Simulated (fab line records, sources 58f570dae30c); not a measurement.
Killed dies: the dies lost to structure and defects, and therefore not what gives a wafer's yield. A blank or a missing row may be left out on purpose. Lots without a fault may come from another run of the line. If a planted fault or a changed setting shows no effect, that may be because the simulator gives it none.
fab line records -- flow berkeley_cmos170 -- part 1 of 2: steps 1 to 27 of 39
record lots=5, wafers=15, last_day=11
route steps=331 shown M1@247 V1@254 M2@271
lots that met no fault: taken from a fault-free run of the same line
start_h: the number of hours between the record's first day and the start of the first shown wafer of the lot -- wait_h: hours from the lot's prior step to this one -- " as in the row above -- L1.1+2: one row covering several wafers at once -- - value missing, or start not given -- * or withheld: withheld -- < > ~ a bound
route shown NAME@n: names a module that has steps shown in the file, with the first one's number in the route -- usual: mean/standard deviation of fault-free wafers -- same: alike in all rows -- chamber/n: place in a boat -- sites: the reading at each site -- _std_site: the values' standard deviation -- _edge_site: outer sites' mean less inner sites' -- radius_mm: for every site, how far away it sits from the centre of the wafer -- mask NAME#n: copy n -- behind: the tool/chamber that last shaped the wafer -- hold: cause of the lot's hold/its duration in hours/its outcome -- device: the transistor (n, p or np) that didn't switch -- end of line: the tests these same wafers got at the end of their route -- for a step that has no rows: nothing shown but its recipe -- killed: the dies lost at the first sort to structure and to defects; this is not the yield of the wafer -- map: a wafer's dies, marking killed ones x, the rest . and places with no die _
set.NAME: the run value of the setting; set.NAME@STEP: its run value at that earlier step -- model.NAME: the simulator's own value behind a step, which no gauge read
lots at some steps of the route; a table a step, a row a wafer
services: from which hour (start_h, from the record's first day; less than 0 if before it) a tool's chamber was out of use, for how many hours, and why
## steps
# step UCB170_M1_CD_MEAS_09
# recipe target_cd_nm=700
# usual cd_nm=699.8/1.7
lot.wafer,tool,chamber,start_h,wait_h,cd_nm
L078.4,cd_sem-02,-,159.72,-,703.1
L078.5,cd_sem-02,-,159.72,-,702.9
L078.6,cd_sem-02,-,159.72,-,702.8
L083.2,cd_sem-02,-,203.93,-,697.5
L083.5,cd_sem-02,-,203.93,-,698.4
L083.6,cd_sem-02,-,203.93,-,697.4
L089.1,cd_sem-02,-,227.79,-,698.2
L089.2,cd_sem-02,-,227.79,-,699.5
L089.5,cd_sem-02,-,227.79,-,699.2
L090.3,cd_sem-01,-,234.38,-,702.0
L090.4,cd_sem-01,-,234.38,-,700.8
L090.6,cd_sem-01,-,234.38,-,701.6
L095.1,cd_sem-01,-,258.21,-,698.7
L095.3,cd_sem-01,-,258.21,-,699.4
L095.6,cd_sem-01,-,258.21,-,700.4
# step UCB170_M1_OVL_MEAS_10
# usual M1_OVL=-1/5.3
lot.wafer,tool,chamber,start_h,wait_h,M1_OVL[nm]
L078.4,overlay-02,-,159.80,0.1,-7
L078.5,overlay-02,-,159.80,0.1,2
L078.6,overlay-02,-,159.80,0.1,-2
L083.2,overlay-01,-,204.04,0.1,-1
L083.5,overlay-01,-,204.04,0.1,-2
L083.6,overlay-01,-,204.04,0.1,1
L089.1,overlay-02,-,227.91,0.1,9
L089.2,overlay-02,-,227.91,0.1,5
L089.5,overlay-02,-,227.91,0.1,15
L090.3,overlay-01,-,234.47,0.1,-1
L090.4,overlay-01,-,234.47,0.1,6
L090.6,overlay-01,-,234.47,0.1,-7
L095.1,overlay-01,-,258.33,0.1,-2
L095.3,overlay-01,-,258.33,0.1,0
L095.6,overlay-01,-,258.33,0.1,-3
# step UCB170_M1_ETCH_11
# recipe chemistry=N2/H2, target_depth_a=withheld, overetch_a=withheld, target=BARC, time_s=withheld, source_w=500, bias_w=100, pressure_mtorr=30, n2_flow_sccm=100, h2_flow_sccm=200
# usual drypump_motor_current_A=5.7/0.43, n2_flow_sccm=100.0/0.31, oes_product_au=1.002/0.018, throttle_valve_pct=13.20/0.17
lot.wafer,tool,chamber,start_h,wait_h,drypump_motor_current_A,n2_flow_sccm,oes_product_au,throttle_valve_pct
L078.4,rie_diel-01,1,159.82,0.0,5.9,100.0,0.997,13.29
L078.5,rie_diel-01,2,159.82,0.0,5.2,99.6,1.010,13.15
L078.6,rie_diel-01,3,159.82,0.0,5.5,100.2,0.983,13.23
L083.2,rie_diel-01,3,204.07,0.0,5.5,99.7,0.997,13.23
L083.5,rie_diel-01,3,204.07,0.0,5.5,100.1,0.988,13.24
L083.6,rie_diel-01,0,204.07,0.0,5.8,100.5,1.022,13.19
L089.1,rie_diel-03,0,227.95,0.0,6.7,100.2,1.011,12.97
L089.2,rie_diel-03,2,227.95,0.0,5.4,99.9,1.025,13.19
L089.5,rie_diel-03,0,227.95,0.0,6.7,100.1,1.023,12.98
L090.3,rie_diel-02,0,234.49,0.0,5.1,100.2,1.009,13.45
L090.4,rie_diel-02,0,234.49,0.0,5.1,100.4,1.024,13.48
L090.6,rie_diel-02,1,234.49,0.0,5.7,100.0,0.982,13.47
L095.1,rie_diel-01,0,258.37,0.0,5.8,99.8,1.001,13.20
L095.3,rie_diel-01,2,258.37,0.0,5.1,100.2,0.998,13.15
L095.6,rie_diel-01,0,258.37,0.0,5.8,99.9,1.005,13.19
# step UCB170_M1_METAL_ETCH_12
# recipe chemistry=Cl2/BCl3, target=Al, stop_on=PSG, pressure_mtorr=12, target_depth_a=7800, over_etch_frac=0.3, time_s=130, icp_w=600, bias_w=120, Cl2_flow_sccm=90, bcl3_flow_sccm=45
# usual drypump_motor_current_A=5.5/0.56, oes_product_au=0.850/0.013, throttle_valve_pct=24.44/0.23
# same time_s=130
lot.wafer,tool,chamber,start_h,wait_h,drypump_motor_current_A,oes_product_au,rf_hours_counter_h,throttle_valve_pct
L078.4,rie_metal-03,0,159.91,-,5.6,0.863,-,24.47
L078.5,rie_metal-03,1,159.91,-,4.6,0.843,-,24.62
L078.6,rie_metal-03,0,159.91,-,5.7,0.861,-,24.44
L083.2,rie_metal-01,1,204.11,-,5.7,0.852,8,24.38
L083.5,rie_metal-01,1,204.11,-,5.7,0.852,-,24.38
L083.6,rie_metal-01,0,204.11,-,5.9,0.854,-,24.10
L089.1,rie_metal-03,0,227.99,-,5.7,0.859,10,24.46
L089.2,rie_metal-03,1,227.99,-,4.6,0.842,4,24.63
L089.5,rie_metal-03,0,227.99,-,5.7,0.859,-,24.45
L090.3,rie_metal-01,0,234.58,-,5.9,0.857,-,24.09
L090.4,rie_metal-01,1,234.58,-,5.7,0.854,-,24.36
L090.6,rie_metal-01,1,234.58,-,5.7,0.847,-,24.36
L095.1,rie_metal-02,1,258.41,-,5.0,0.828,9,24.74
L095.3,rie_metal-02,1,258.41,-,5.1,0.831,-,24.77
L095.6,rie_metal-02,0,258.41,-,6.3,0.858,-,24.24
# step UCB170_M1_STRIP_13
# recipe chemistry=O2, power_w=400, pressure_mtorr=3500, platen_temp_c=withheld, o2_flow_sccm=400, overash_fraction=0.5
# usual drypump_motor_current_A=5.6/0.48, oes_product_au=0.720/0.0048
lot.wafer,tool,chamber,start_h,wait_h,drypump_motor_current_A,oes_product_au,rf_hours_counter_h
L078.4,plasma_asher-04,1,160.03,0.1,6.1,0.718,-
L078.5,plasma_asher-04,0,160.03,0.1,6.4,0.724,-
L078.6,plasma_asher-04,1,160.03,0.1,6.1,0.717,-
L083.2,plasma_asher-04,1,204.24,0.1,6.1,0.715,6
L083.5,plasma_asher-04,1,204.24,0.1,6.1,0.716,-
L083.6,plasma_asher-04,0,204.24,0.1,6.4,0.725,-
L089.1,plasma_asher-04,1,228.12,0.1,6.1,0.721,9
L089.2,plasma_asher-04,0,228.12,0.1,6.4,0.728,9
L089.5,plasma_asher-04,1,228.12,0.1,6.1,0.724,-
L090.3,plasma_asher-01,1,234.70,0.1,5.6,0.727,-
L090.4,plasma_asher-01,0,234.70,0.1,5.1,0.718,-
L090.6,plasma_asher-01,1,234.70,0.1,5.6,0.721,-
L095.1,plasma_asher-01,1,258.54,0.1,5.6,0.717,60
L095.3,plasma_asher-01,0,258.54,0.1,5.2,0.722,-
L095.6,plasma_asher-01,0,258.54,0.1,5.2,0.722,-
# step UCB170_M1_CD_MEAS_90
# recipe target_cd_nm=700
# usual cd_nm=700.2/2.2
lot.wafer,tool,chamber,start_h,wait_h,cd_nm
L078.4,cd_sem-01,-,160.16,0.1,702.5
L078.5,cd_sem-01,-,160.16,0.1,702.8
L078.6,cd_sem-01,-,160.16,0.1,703.4
L083.2,cd_sem-01,-,204.36,0.1,697.5
L083.5,cd_sem-01,-,204.36,0.1,699.1
L083.6,cd_sem-01,-,204.36,0.1,698.0
L089.1,cd_sem-02,-,228.22,0.1,695.3
L089.2,cd_sem-02,-,228.22,0.1,700.4
L089.5,cd_sem-02,-,228.22,0.1,697.3
L090.3,cd_sem-02,-,234.81,0.1,704.2
L090.4,cd_sem-02,-,234.81,0.1,700.4
L090.6,cd_sem-02,-,234.81,0.1,704.0
L095.1,cd_sem-01,-,258.64,0.1,698.3
L095.3,cd_sem-01,-,258.64,0.1,701.6
L095.6,cd_sem-01,-,258.64,0.1,703.4
# step UCB170_M1_ANNEAL_14
# recipe temp_c=400, time_s=1200, ambient=forming_gas
# usual zone_power_load_pct=6.2/0.34
# same time_s=1200
lot.wafer,tool,chamber,start_h,wait_h,zone_power_load_pct
L078.4,-,-,162.58,2.4,6.2
L078.5,-,-,162.58,2.4,6.3
L078.6,-,-,162.58,2.4,6.2
L083.2,-,-,207.02,2.6,6.4
L083.5,-,-,207.02,2.6,6.4
L083.6,-,-,207.02,2.6,6.4
L089.1,-,-,230.78,2.5,6.2
L089.2,-,-,230.78,2.5,6.3
L089.5,-,-,230.78,2.5,6.2
L090.3,-,-,237.30,2.5,5.1
L090.4,-,-,237.30,2.5,5.1
L090.6,-,-,237.30,2.5,5.1
L095.1,-,-,260.77,2.1,6.2
L095.3,-,-,260.77,2.1,6.2
L095.6,-,-,260.77,2.1,6.3
# step UCB170_V1_CVD_00
# recipe material=SiO2, target_thk_nm=2000, temp_c=390, precursor=TEOS/O2, time_s=250, rf_w=550, pressure_mtorr=9000
# usual heater_power_w=230/63
# same time_s=250
lot.wafer,tool,chamber,start_h,wait_h,heater_power_w
L078.4,pecvd-03,2,163.99,0.1,264
L078.5,pecvd-03,0,163.99,0.1,235
L078.6,pecvd-03,1,163.99,0.1,271
L083.2,pecvd-04,2,208.35,0.0,140
L083.5,pecvd-04,2,208.35,0.0,133
L083.6,pecvd-04,0,208.35,0.0,172
L089.1,pecvd-02,1,232.12,0.0,229
L089.2,pecvd-02,2,232.12,0.0,233
L089.5,pecvd-02,1,232.12,0.0,177
L090.3,pecvd-04,2,238.64,0.0,151
L090.4,pecvd-04,0,238.64,0.0,174
L090.6,pecvd-04,2,238.64,0.0,207
L095.1,pecvd-03,0,262.10,0.0,326
L095.3,pecvd-03,1,262.10,0.0,298
L095.6,pecvd-03,2,262.10,0.0,254
# step UCB170_V1_THK_MEAS_01
# recipe reads=SiO2_of_V1_CVD_00
# usual V1_TEOS_THK=2003/23
lot.wafer,tool,chamber,start_h,wait_h,V1_TEOS_THK[nm]
L078.4,film_metro-04,-,164.10,0.0,1994
L078.5,film_metro-04,-,164.10,0.0,2022
L078.6,film_metro-04,-,164.10,0.0,2009
L083.2,film_metro-04,-,208.59,0.2,1981
L083.5,film_metro-04,-,208.59,0.2,2010
L083.6,film_metro-04,-,208.59,0.2,2012
L089.1,film_metro-03,-,232.33,0.1,1986
L089.2,film_metro-03,-,232.33,0.1,1970
L089.5,film_metro-03,-,232.33,0.1,2012
L090.3,film_metro-02,-,238.81,0.1,1974
L090.4,film_metro-02,-,238.81,0.1,2007
L090.6,film_metro-02,-,238.81,0.1,1986
L095.1,film_metro-04,-,262.26,0.1,1991
L095.3,film_metro-04,-,262.26,0.1,1973
L095.6,film_metro-04,-,262.26,0.1,2000
# step UCB170_V1_CMP_02
# recipe material=SiO2, down_force_psi=6, platen_rpm=60, pad_velocity_m_s=0.75398
# usual edge_zone_pressure_frac=1.000/0.0051, head_pressure_psi=6.000/0.013, motor_current_A=16.7/1.6
lot.wafer,tool,chamber,start_h,wait_h,edge_zone_pressure_frac,head_pressure_psi,motor_current_A
L078.4,cmp-01,1,164.48,0.4,0.998,5.999,15.9
L078.6,cmp-01,0,164.48,0.4,1.002,5.998,16.5
L078.5,cmp-01,1,164.48,0.4,1.000,5.981,16.1
L083.2,cmp-01,1,208.92,0.3,0.996,6.000,16.1
L083.5,cmp-01,0,208.92,0.3,0.994,6.000,16.9
L083.6,cmp-01,1,208.92,0.3,1.000,5.983,15.8
L089.2,cmp-01,2,232.98,0.6,0.991,5.992,14.1
L089.1,cmp-01,3,232.98,0.6,1.003,6.007,15.9
L089.5,cmp-01,1,232.98,0.6,0.995,5.989,17.3
L090.3,cmp-02,3,238.97,0.1,1.006,6.005,19.0
L090.4,cmp-02,2,238.97,0.1,1.007,5.999,17.1
L090.6,cmp-02,3,238.97,0.1,1.008,6.015,19.3
L095.3,cmp-02,2,262.37,0.1,0.996,5.997,16.3
L095.1,cmp-02,3,262.37,0.1,1.001,5.990,18.8
L095.6,cmp-02,1,262.37,0.1,1.004,5.999,18.0
# step UCB170_V1_BOW_MEAS_03
# recipe mode=bow
# usual V1_BOW=19/6.9
lot.wafer,tool,chamber,start_h,wait_h,V1_BOW[um]
L078.4,film_metro-04,-,164.79,0.3,28
L078.5,film_metro-04,-,164.79,0.3,19
L078.6,film_metro-04,-,164.79,0.3,25
L083.2,film_metro-04,-,209.19,0.2,23
L083.5,film_metro-04,-,209.19,0.2,19
L083.6,film_metro-04,-,209.19,0.2,18
L089.1,film_metro-04,-,233.23,0.1,23
L089.2,film_metro-04,-,233.23,0.1,10
L089.5,film_metro-04,-,233.23,0.1,18
L090.3,film_metro-02,-,239.31,0.3,13
L090.4,film_metro-02,-,239.31,0.3,26
L090.6,film_metro-02,-,239.31,0.3,10
L095.1,film_metro-03,-,262.62,0.1,22
L095.3,film_metro-03,-,262.62,0.1,12
L095.6,film_metro-03,-,262.62,0.1,13
# step UCB170_V1_THK_MEAS_04
# recipe reads=SiO2_of_V1_CVD_00
# usual V1_POLISHED_THK=1000.1/0.98
lot.wafer,tool,chamber,start_h,wait_h,V1_POLISHED_THK[nm]
L078.4,film_metro-04,-,164.88,0.1,999.2
L078.5,film_metro-04,-,164.88,0.1,1000.2
L078.6,film_metro-04,-,164.88,0.1,998.9
L083.2,film_metro-04,-,209.30,0.1,1000.0
L083.5,film_metro-04,-,209.30,0.1,1001.5
L083.6,film_metro-04,-,209.30,0.1,1001.2
L089.1,film_metro-04,-,233.35,0.1,1000.0
L089.2,film_metro-04,-,233.35,0.1,999.2
L089.5,film_metro-04,-,233.35,0.1,1001.2
L090.3,film_metro-02,-,239.41,0.1,999.1
L090.4,film_metro-02,-,239.41,0.1,998.4
L090.6,film_metro-02,-,239.41,0.1,999.2
L095.1,film_metro-03,-,262.74,0.1,999.1
L095.3,film_metro-03,-,262.74,0.1,999.5
L095.6,film_metro-03,-,262.74,0.1,1001.0
# step UCB170_V1_CLEAN_05
# recipe chemistry=DIW
lot.wafer,tool,chamber,start_h,wait_h
L078.4+5+6,wet_bench-01,3,164.91,0.0
L083.2+5+6,wet_bench-02,0,211.02,1.7
L089.1+2+5,wet_bench-03,1,233.41,0.1
L090.3+4+6,wet_bench-03,2,239.45,0.0
L095.1+3+6,wet_bench-01,1,263.05,0.3
# step UCB170_V1_HMDS_06
# recipe prime_time_s=60, prime_temp_c=100
lot.wafer,tool,chamber,start_h,wait_h
L078.4+5+6,litho_track-04,0,165.49,0.4
L083.2+5+6,litho_track-01,0,211.78,0.4
L089.1+2+5,litho_track-04,0,233.72,0.1
L090.3+4+6,litho_track-01,0,239.83,0.2
L095.1+3+6,litho_track-04,0,263.24,0.0
# step UCB170_V1_COAT_07
# recipe resist=KrF, spin_rpm=1500, resist_thk_nm=900
# usual spin_speed_rpm=1499.9/0.97
lot.wafer,tool,chamber,start_h,wait_h,spin_speed_rpm
L078.4,litho_track-04,0,165.64,0.1,1500.4
L078.5,litho_track-04,0,165.64,0.1,1499.6
L078.6,litho_track-04,0,165.64,0.1,1499.7
L083.2,litho_track-01,0,211.93,0.1,1500.3
L083.5,litho_track-01,0,211.93,0.1,1499.6
L083.6,litho_track-01,0,211.93,0.1,1501.1
L089.1,litho_track-04,0,233.87,0.1,1499.3
L089.2,litho_track-04,0,233.87,0.1,1501.2
L089.5,litho_track-04,0,233.87,0.1,1499.5
L090.3,litho_track-01,0,239.98,0.1,1499.9
L090.4,litho_track-01,0,239.98,0.1,1500.6
L090.6,litho_track-01,0,239.98,0.1,1500.5
L095.1,litho_track-04,0,263.39,0.1,1499.0
L095.3,litho_track-04,0,263.39,0.1,1499.9
L095.6,litho_track-04,0,263.39,0.1,1499.1
# step UCB170_V1_SOFTBAKE_08
# recipe resist=KrF, temp_c=130, time_s=60
# same time_s=60
lot.wafer,tool,chamber,start_h,wait_h
L078.4+5+6,litho_track-04,0,165.79,0.1
L083.2+5+6,litho_track-01,0,212.08,0.1
L089.1+2+5,litho_track-04,0,234.02,0.1
L090.3+4+6,litho_track-01,0,240.13,0.1
L095.1+3+6,litho_track-04,0,263.54,0.1
# step UCB170_V1_EXPOSE_09
# recipe mask_id=VIA1, target_cd_nm=700, na=0.5, sigma_outer=0.6, source_shape=conventional, dose_mj=37
# same na=0.5, sigma_outer=0.6
lot.wafer,tool,chamber,start_h,wait_h,mask
L078.4+5+6,krf_scanner-01,0,166.13,0.3,VIA1#0
L083.2+5+6,krf_scanner-01,0,212.36,0.3,VIA1#0
L089.1+2+5,krf_scanner-01,0,234.18,0.1,VIA1#0
L090.3+4+6,krf_scanner-01,0,240.46,0.3,VIA1#0
L095.1+3+6,krf_scanner-02,0,263.82,0.2,VIA1#0
# step UCB170_V1_PEB_10
# recipe peb_temp_c=130, peb_time_s=withheld, resist=KrF
lot.wafer,tool,chamber,start_h,wait_h
L078.4+5+6,litho_track-04,0,166.39,0.2
L083.2+5+6,litho_track-03,0,213.01,0.6
L089.1+2+5,litho_track-04,0,234.62,0.4
L090.3+4+6,litho_track-04,0,241.25,0.8
L095.1+3+6,litho_track-01,0,263.94,0.1
# step UCB170_V1_DEVELOP_11
# recipe developer=TMAH, develop_time_s=45, resist=KrF, dev_temp_c=21
lot.wafer,tool,chamber,start_h,wait_h
L078.4+5+6,litho_track-04,0,-,-
L083.2+5+6,litho_track-03,0,-,-
L089.1+2+5,litho_track-04,0,-,-
L090.3+4+6,litho_track-04,0,-,-
L095.1+3+6,litho_track-01,0,-,-
# step UCB170_V1_CD_MEAS_12
# recipe target_cd_nm=700
# usual cd_nm=700.0/1.3
lot.wafer,tool,chamber,start_h,wait_h,cd_nm
L078.4,cd_sem-01,-,166.65,-,699.5
L078.5,cd_sem-01,-,166.65,-,699.9
L078.6,cd_sem-01,-,166.65,-,700.0
L083.2,cd_sem-02,-,213.35,-,699.4
L083.5,cd_sem-02,-,213.35,-,700.0
L083.6,cd_sem-02,-,213.35,-,701.0
L089.1,cd_sem-01,-,234.91,-,700.9
L089.2,cd_sem-01,-,234.91,-,699.2
L089.5,cd_sem-01,-,234.91,-,700.4
L090.3,cd_sem-01,-,241.51,-,698.3
L090.4,cd_sem-01,-,241.51,-,697.9
L090.6,cd_sem-01,-,241.51,-,698.6
L095.1,cd_sem-02,-,264.21,-,697.6
L095.3,cd_sem-02,-,264.21,-,698.2
L095.6,cd_sem-02,-,264.21,-,698.4
# step UCB170_V1_OVL_MEAS_13
# usual V1_OVL=-1/4.9
lot.wafer,tool,chamber,start_h,wait_h,V1_OVL[nm]
L078.4,overlay-01,-,166.72,0.1,3
L078.5,overlay-01,-,166.72,0.1,4
L078.6,overlay-01,-,166.72,0.1,-1
L083.2,overlay-02,-,213.45,0.1,-2
L083.5,overlay-02,-,213.45,0.1,-2
L083.6,overlay-02,-,213.45,0.1,0
L089.1,overlay-01,-,235.03,0.1,5
L089.2,overlay-01,-,235.03,0.1,-1
L089.5,overlay-01,-,235.03,0.1,-1
L090.3,overlay-01,-,241.61,0.1,4
L090.4,overlay-01,-,241.61,0.1,7
L090.6,overlay-01,-,241.61,0.1,4
L095.1,overlay-01,-,264.33,0.1,-13
L095.3,overlay-01,-,264.33,0.1,-7
L095.6,overlay-01,-,264.33,0.1,-5
# step UCB170_V1_ETCH_14
# recipe chemistry=CHF3/CF4/Ar, target=SiO2, stop_on=Al, CHF3_flow_sccm=45, cf4_flow_sccm=15, Ar_flow_sccm=150, pressure_mtorr=200, rf_w=700, target_depth_a=12500, over_etch_frac=0.25, time_s=291
# usual drypump_motor_current_A=5.8/0.49, oes_product_au=0.877/0.014, throttle_valve_pct=6.88/0.12
# same time_s=291
lot.wafer,tool,chamber,start_h,wait_h,drypump_motor_current_A,oes_product_au,rf_hours_counter_h,throttle_valve_pct
L078.4,rie_diel-02,1,166.74,0.0,5.7,0.866,94,7.08
L078.5,rie_diel-02,1,166.74,0.0,5.7,0.870,-,7.07
L078.6,rie_diel-02,2,166.74,0.0,6.0,0.876,-,6.90
L083.2,rie_diel-03,1,213.48,0.0,5.6,0.898,120,6.87
L083.5,rie_diel-03,3,213.48,0.0,5.7,0.861,-,6.70
L083.6,rie_diel-03,0,213.48,0.0,6.7,0.889,-,6.77
L089.1,rie_diel-02,3,235.06,0.0,5.5,0.863,13,6.98
L089.2,rie_diel-02,1,235.06,0.0,5.7,0.865,97,7.06
L089.5,rie_diel-02,0,235.06,0.0,5.1,0.874,-,7.01
L090.3,rie_diel-04,3,241.63,0.0,6.1,0.890,32,6.93
L090.4,rie_diel-04,1,241.63,0.0,6.7,0.864,88,6.71
L090.6,rie_diel-04,3,241.63,0.0,6.1,0.883,-,6.93
L095.1,rie_diel-03,3,264.37,0.0,5.7,0.863,46,6.71
L095.3,rie_diel-03,0,264.37,0.0,6.6,0.889,15,6.77
L095.6,rie_diel-03,1,264.37,0.0,5.6,0.891,-,6.86
# step UCB170_V1_STRIP_15
# recipe chemistry=O2, power_w=400, pressure_mtorr=3500, platen_temp_c=withheld, o2_flow_sccm=400, overash_fraction=0.5
# usual drypump_motor_current_A=5.7/0.42, oes_product_au=0.721/0.0043, strip_time_to_endpoint_s=15.39/0.087
lot.wafer,tool,chamber,start_h,wait_h,drypump_motor_current_A,oes_product_au,rf_hours_counter_h,strip_time_to_endpoint_s
L078.4,plasma_asher-02,0,166.95,0.1,5.7,0.722,-,15.53
L078.5,plasma_asher-02,1,166.95,0.1,5.0,0.717,-,15.46
L078.6,plasma_asher-02,0,166.95,0.1,5.7,0.725,-,15.28
L083.2,plasma_asher-03,0,213.66,0.1,5.6,0.723,51,15.33
L083.5,plasma_asher-03,1,213.66,0.1,5.5,0.719,-,15.40
L083.6,plasma_asher-03,0,213.66,0.1,5.6,0.718,-,15.24
L089.1,plasma_asher-03,0,235.24,0.1,5.6,0.719,53,15.43
L089.2,plasma_asher-03,1,235.24,0.1,5.5,0.719,53,15.53
L089.5,plasma_asher-03,1,235.24,0.1,5.5,0.720,-,15.49
L090.3,plasma_asher-03,1,241.84,0.1,5.5,0.715,-,15.49
L090.4,plasma_asher-03,0,241.84,0.1,5.6,0.727,-,15.42
L090.6,plasma_asher-03,1,241.84,0.1,5.5,0.718,-,15.39
L095.1,plasma_asher-03,1,264.55,0.1,5.5,0.726,57,15.46
L095.3,plasma_asher-03,0,264.55,0.1,5.6,0.724,-,15.26
L095.6,plasma_asher-03,0,264.55,0.1,5.6,0.721,-,15.45
# step UCB170_V1_CD_MEAS_90
# recipe target_cd_nm=700
# usual cd_nm=700.0/1.4
lot.wafer,tool,chamber,start_h,wait_h,cd_nm
L078.4,cd_sem-01,-,167.08,0.1,699.4
L078.5,cd_sem-01,-,167.08,0.1,698.9
L078.6,cd_sem-01,-,167.08,0.1,699.3
L083.2,cd_sem-02,-,213.78,0.1,700.6
L083.5,cd_sem-02,-,213.78,0.1,700.1
L083.6,cd_sem-02,-,213.78,0.1,701.5
L089.1,cd_sem-01,-,235.34,0.1,699.9
L089.2,cd_sem-01,-,235.34,0.1,698.9
L089.5,cd_sem-01,-,235.34,0.1,700.2
L090.3,cd_sem-02,-,241.95,0.1,698.6
L090.4,cd_sem-02,-,241.95,0.1,697.8
L090.6,cd_sem-02,-,241.95,0.1,699.7
L095.1,cd_sem-01,-,264.65,0.1,698.1
L095.3,cd_sem-01,-,264.65,0.1,698.4
L095.6,cd_sem-01,-,264.65,0.1,698.3
# step UCB170_M2_PRE_CLEAN_00
# recipe gas=Ar, preclean_etch_time_s=60
lot.wafer,tool,chamber,start_h,wait_h
L078.4+5+6,pvd_sputter-04,-,167.14,0.0
L083.2+5+6,pvd_sputter-02,-,213.88,0.1
L089.1+2+5,pvd_sputter-02,-,235.46,0.1
L090.3+4+6,pvd_sputter-02,-,242.03,0.1
L095.1+3+6,pvd_sputter-04,-,264.77,0.1
# step UCB170_M2_SPUTTER_01
# recipe material=Al, target_thk_nm=900, time_s=120, power_w=6000, chamber_pressure_pa=0.5
# usual chamber_pressure_pa=0.4999/0.0011, throttle_valve_pct=29.9/1.3
# same time_s=120
lot.wafer,tool,chamber,start_h,wait_h,chamber_pressure_pa,throttle_valve_pct
L078.4,pvd_sputter-04,-,167.21,0.0,0.5007,30.8
L078.5,pvd_sputter-04,-,167.21,0.0,0.4982,31.3
L078.6,pvd_sputter-04,-,167.21,0.0,0.5013,29.0
L083.2,pvd_sputter-02,-,213.95,0.0,0.4990,32.2
L083.5,pvd_sputter-02,-,213.95,0.0,0.5013,30.6
L083.6,pvd_sputter-02,-,213.95,0.0,0.4997,32.4
L089.1,pvd_sputter-02,-,235.53,0.0,0.5000,32.3
L089.2,pvd_sputter-02,-,235.53,0.0,0.4999,30.2
L089.5,pvd_sputter-02,-,235.53,0.0,0.5001,29.8
L090.3,pvd_sputter-02,-,242.09,0.0,0.5021,32.1
L090.4,pvd_sputter-02,-,242.09,0.0,0.5002,30.1
L090.6,pvd_sputter-02,-,242.09,0.0,0.4989,30.1
L095.1,pvd_sputter-04,-,264.83,0.0,0.4996,31.0
L095.3,pvd_sputter-04,-,264.83,0.0,0.4998,29.2
L095.6,pvd_sputter-04,-,264.83,0.0,0.4985,29.8
# step UCB170_M2_RS_MEAS_02
# recipe thk_meas_gauge=four-point-probe, reads=Al_of_M2_SPUTTER_01
# usual M2_AL_RS=0.0321/0.00031
lot.wafer,tool,chamber,start_h,wait_h,M2_AL_RS[ohm/sq]
L078.4,film_metro-04,-,167.35,0.1,0.0318
L078.5,film_metro-04,-,167.35,0.1,0.0320
L078.6,film_metro-04,-,167.35,0.1,0.0320
L083.2,film_metro-04,-,214.10,0.1,0.0324
L083.5,film_metro-04,-,214.10,0.1,0.0324
L083.6,film_metro-04,-,214.10,0.1,0.0326
L089.1,film_metro-01,-,235.61,0.0,0.0327
L089.2,film_metro-01,-,235.61,0.0,0.0325
L089.5,film_metro-01,-,235.61,0.0,0.0324
L090.3,film_metro-03,-,242.22,0.1,0.0319
L090.4,film_metro-03,-,242.22,0.1,0.0323
L090.6,film_metro-03,-,242.22,0.1,0.0322
L095.1,film_metro-03,-,264.92,0.0,0.0327
L095.3,film_metro-03,-,264.92,0.0,0.0322
L095.6,film_metro-03,-,264.92,0.0,0.0326
